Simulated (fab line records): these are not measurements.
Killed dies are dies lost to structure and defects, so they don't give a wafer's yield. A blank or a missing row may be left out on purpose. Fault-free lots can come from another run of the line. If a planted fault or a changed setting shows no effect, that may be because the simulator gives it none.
Split-lot study + flow berkeleyCmos170 + route with 331 steps; 5 lots, 23 wafers read

== THE SPLIT ITSELF ==
At UCB170_ACTIVE_COAT_08 (resist thk 900 nm), the setting resistThkNm was moved away from the recipe's 900 nm on 8 of the 23 wafers read, by -5.8% to +5.7%. For the rest of the wafers, this setting stayed at what the recipe calls for.

== FROM THE SPLIT TO THE READING: what the file shows between them, 7 steps ==
- UCB170_ACTIVE_SOFTBAKE_09: time 60 s
- UCB170_ACTIVE_EXPOSE_10: exposes mask ACTIVE, target cd 1200 nm
- UCB170_ACTIVE_PEB_11
- UCB170_ACTIVE_DEVELOP_12: develop time 45 s
- UCB170_ACTIVE_CD_MEAS_13: target cd 1200 nm
- UCB170_ACTIVE_ETCH_15: etches Si3N4 in CH3F/Ar/O2, stops on SiO2, target depth 242 nm, time 151 s
- UCB170_ACTIVE_STRIP_16: strips in O2

== THE READING ==
Shown in nm: cdNm at UCB170_ACTIVE_CD_MEAS_90, with target cd 1200 nm. Typical for fault-free wafers on this fab line: 1198.9 nm, with standard deviation 1.1 nm.

| wafer  | tool, chamber at the split | resistThkNm as run, nm | against the recipe | cdNm, nm | against lot-mates on the recipe |
|--------|----------------------------|------------------------|--------------------|----------|---------------------------------|
| L075.1 | lithoTrack-03, 0           | 847.8                  | -5.8%              | 1195.2   | -2.3                            |
| L075.2 | lithoTrack-03, 0           | 900                    | recipe             | 1197.6   | -                               |
| L075.3 | lithoTrack-03, 0           | 900                    | recipe             | 1197.5   | -                               |
| L075.4 | lithoTrack-03, 0           | 900                    | recipe             | 1197.4   | -                               |
| L075.5 | lithoTrack-03, 0           | 847.8                  | -5.8%              | 1194.7   | -2.8                            |
| L077.2 | lithoTrack-04, 0           | 900                    | recipe             | 1198.2   | -                               |
| L077.3 | lithoTrack-04, 0           | 900                    | recipe             | 1198.1   | -                               |
| L077.4 | lithoTrack-04, 0           | 900                    | recipe             | 1198.2   | -                               |
| L077.5 | lithoTrack-04, 0           | 900                    | recipe             | 1199.5   | -                               |
| L077.6 | lithoTrack-04, 0           | 900                    | recipe             | 1198.5   | -                               |
| L081.1 | lithoTrack-03, 0           | 900                    | recipe             | 1199.2   | -                               |
| L081.2 | lithoTrack-03, 0           | 900                    | recipe             | 1198.4   | -                               |
| L081.3 | lithoTrack-03, 0           | 900                    | recipe             | 1199.3   | -                               |
| L085.1 | lithoTrack-04, 0           | 951.3                  | +5.7%              | 1200.7   | +2.8                            |
| L085.2 | lithoTrack-04, 0           | 951.3                  | +5.7%              | 1201.4   | +3.5                            |
| L085.3 | lithoTrack-04, 0           | 900                    | recipe             | 1198.4   | -                               |
| L085.4 | lithoTrack-04, 0           | 951.3                  | +5.7%              | 1201.0   | +3.0                            |
| L085.5 | lithoTrack-04, 0           | 900                    | recipe             | 1197.5   | -                               |
| L083.1 | lithoTrack-01, 0           | 900                    | recipe             | 1198.5   | -                               |
| L083.2 | lithoTrack-01, 0           | 900                    | recipe             | 1198.7   | -                               |
| L083.3 | lithoTrack-01, 0           | 936.5                  | +4.1%              | 1200.3   | +1.7                            |
| L083.5 | lithoTrack-01, 0           | 936.5                  | +4.1%              | 1201.3   | +2.7                            |
| L083.6 | lithoTrack-01, 0           | 936.5                  | +4.1%              | 1201.0   | +2.4                            |

THE FIT
A straight line over all 23 wafers: cdNm changes by +0.545 nm for each +1% of resistThkNm; r = +0.94; the points scatter about the line by 0.61 nm.
The same after taking each lot's own level away (the mean of its wafers on the recipe; 23 wafers): +0.506 nm for each +1%; r = +0.97; scatter 0.41 nm.
That fit puts the effect of the largest move of resistThkNm on the reading at 2.9 nm.
Measured against the standard deviation above, the lots' own levels, which go from 1197.50 to 1198.97 nm, span 1.3 times it.
The two slopes agree, so the slope changes little with the lot-to-lot level.
Check: for one of the wafers moved furthest among these (-5.8%), held out of the fit, the line's prediction against its lot-mates is -3.04 nm. Against them it came out at -2.3 nm.

== OTHER SPLITS ON THESE WAFERS ==
Before the reading, these wafers also passed through other splits. Each is held against what the fit with the lots' levels taken away leaves over:
| other split on the same wafers        | wafers away from the commonest value | r with cdNm (lot level and that fit taken away) |
|---------------------------------------|--------------------------------------|-------------------------------------------------|
| UCB170_ZERO_COAT_01 resistThkNm       | 8                                    | -0.11                                           |
| UCB170_ZERO_ETCH_06 overEtchFrac      | 5                                    | +0.07                                           |
| UCB170_NWELL_PEB_10 pebTempC          | 8                                    | +0.14                                           |
| UCB170_PWELL_CVD_05 tempC             | 10                                   | +0.12                                           |
| UCB170_WELLDRIVE_OXIDATION_01 oxTimeS | 15                                   | -0.10                                           |

== THE WHOLE CHAIN: every reading that the file lists as answering this split, in the file's order ==
| step                     | what it does                                                               | reading                                                                      | change (the file's fit)               | r (the file's) |
|--------------------------|----------------------------------------------------------------------------|------------------------------------------------------------------------------|---------------------------------------|----------------|
| UCB170_ACTIVE_COAT_08    | resist thk 900 nm                                                          | KrF_of_ACTIVE_COAT_08.thkNm (the simulator's own value, which no gauge read) | +8.98 nm for each +1% of the setting  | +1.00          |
| UCB170_ACTIVE_CD_MEAS_13 | target cd 1200 nm                                                          | cdNm                                                                         | +0.496 nm for each +1% of the setting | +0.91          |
| UCB170_ACTIVE_ETCH_15    | etches Si3N4 in CH3F/Ar/O2, stops on SiO2, target depth 242 nm, time 151 s | KrF_of_ACTIVE_COAT_08.thkNm (the simulator's own value, which no gauge read) | +8.8 nm for each +1% of the setting   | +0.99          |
| UCB170_ACTIVE_STRIP_16   | strips in O2                                                               | stripTimeToEndpointS                                                         | withheld for each +1% of the setting  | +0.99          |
| UCB170_ACTIVE_CD_MEAS_90 | target cd 1200 nm                                                          | cdNm                                                                         | +0.506 nm for each +1% of the setting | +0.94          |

== FILE'S OWN FIT ==
cdNm changes by +0.506 nm for each +1% of resistThkNm, r = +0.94.
